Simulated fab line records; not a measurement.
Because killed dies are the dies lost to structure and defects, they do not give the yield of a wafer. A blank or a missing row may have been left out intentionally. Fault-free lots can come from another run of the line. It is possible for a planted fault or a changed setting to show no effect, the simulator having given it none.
Code-filled problem report in 8D (eight disciplines) form :: flow berkeley cmos170 :: the parts of the form that need people (team, actions taken, sign-off) are left out

1. THE ISSUE
Mean of oes product au at UCB170_GATE_ETCH_15: 0.957 a.u. across 6 wafers in 2 lots; on wafers with no fault it is 0.830 a.u. (standard deviation 0.01). That is +13 standard deviations from the usual mean.
The step: etches poly-Si in HBr/Cl2, stops on SiO2, time 56.3 s, target depth 278.2 nm.
First observed at day 11 19:26: wafer L598.1, on rie si-02. Wafers with a number at this step in the record: 18, from 6 lots. Rule for "out", or "out of limits": more than 4 standard deviations from the usual mean. Any other wafer with a number is counted as sound.

2. WHAT IT IS, AND WHAT IT ISN'T
question: which readings at this step
is: oes product au
is not: drypump motor current A, throttle valve pct

question: which lots
is: L598, L600
is not: L578, L582, L587, L590

question: which wafers of those lots
is: all that have a number
is not: -

question: read on which tools
is: rie si-02
is not: rie si-01

question: when
is: from day 11 19:26
is not: up to then (12 sound wafers)

3. WHAT RULES OUT EACH SUSPECT
Counting: a tool at a process step up to the reading stays a suspect if it ran every lot that is out and no sound lot after the first of them.
- rie si-02 at UCB170_GATE_ETCH_15 (etches poly-Si in HBr/Cl2, stops on SiO2, time 56.3 s, target depth 278.2 nm): kept. It ran every lot that is out, first L598 (day 11 19:26), and no sound lot after that; its last sound lot up to then is L587 (day 8 21:24). Its own oes product au readings are out on those wafers.
Remaining after the count: rie si-02 at UCB170_GATE_ETCH_15.

4. THE CAUSE (what the simulator had put in)
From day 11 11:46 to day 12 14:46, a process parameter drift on rie si-02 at UCB170_GATE_ETCH_15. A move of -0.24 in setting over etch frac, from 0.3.
The count eliminated every tool but this one.

5. THE CHAIN OF EFFECTS, in route order
Each row: a reading whose mean over the struck wafers that have a number lies more than 3 standard deviations from the usual. Only readings for which the record gives a usual standard deviation are gone through. hours: the time from each lot's start at the first step in this table that gives one to its start at this step, as a median over the lots. sigmas: the change in usual standard deviations.
hours: 0
step: UCB170_GATE_ETCH_15
reading: oes product au
usual: 0.830 a.u.
on struck wafers: 0.957
change: +0.127
sigmas: +13
The process steps in it:
- UCB170_GATE_ETCH_15: etches poly-Si in HBr/Cl2, stops on SiO2, time 56.3 s, target depth 278.2 nm.

6. HOW IT WOULD HAVE BEEN CAUGHT EARLIER
First out-of-limits reading in this record: day 11 19:26, which is 8 hours after fault onset at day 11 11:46.
